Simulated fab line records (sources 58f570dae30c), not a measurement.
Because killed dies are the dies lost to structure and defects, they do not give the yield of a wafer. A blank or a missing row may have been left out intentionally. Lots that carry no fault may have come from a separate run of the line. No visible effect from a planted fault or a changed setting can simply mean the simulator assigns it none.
Which tool was responsible? | flow berkeley_cmos170 | 6 lots, 18 wafers sampled, at 1 step of a route of 331

== WHAT EACH GAUGE READ, for each wafer ==
UCB170_GATE_CD_MEAS_90 targets a cd of 350 nm.
lot  | measured     | on        | cd_nm (nm)
L517 | day 6 23:46  | cd_sem-01 | 350.1 349.7 348.6
L518 | day 7 10:24  | cd_sem-02 | 350.2 347.4 348.7
L522 | day 8 04:26  | cd_sem-02 | 350.2 349.6 348.9
L531 | day 9 13:58  | cd_sem-02 | 346.7 348.2 347.9
L534 | day 10 10:05 | cd_sem-01 | 350.4 350.8 351.2
L535 | day 10 18:42 | cd_sem-02 | 348.5 348.3 348.8

== WHAT TOOL EACH LOT RAN ON (gives the tool, then ch and the chambers of the sampled wafers, and finally the start) ==
Record: no process step prior to these readings.

== THE ANSWER, worked out from the rows above alone ==
Rule: what is usual is taken from the lots themselves. The widest of any qualifying gaps counts: lots, ordered by their means at a reading, are off when they make up no more than a third of the lots, leave a main group of 4 or more, and stand apart from it by 3 or more times the standard deviation of that group's means. A main group is skipped when, at the precision printed for the reading in the tables above, its means are all equal. Also off: a lot with no number at a reading for which 4 or more lots have one. Where the step has rows for the other lots, those lots are counted as sound.
Across all readings shown, no lot is off: no conclusion can be drawn from this.

== WHAT WAS PUT IN BY THE SIMULATOR ==
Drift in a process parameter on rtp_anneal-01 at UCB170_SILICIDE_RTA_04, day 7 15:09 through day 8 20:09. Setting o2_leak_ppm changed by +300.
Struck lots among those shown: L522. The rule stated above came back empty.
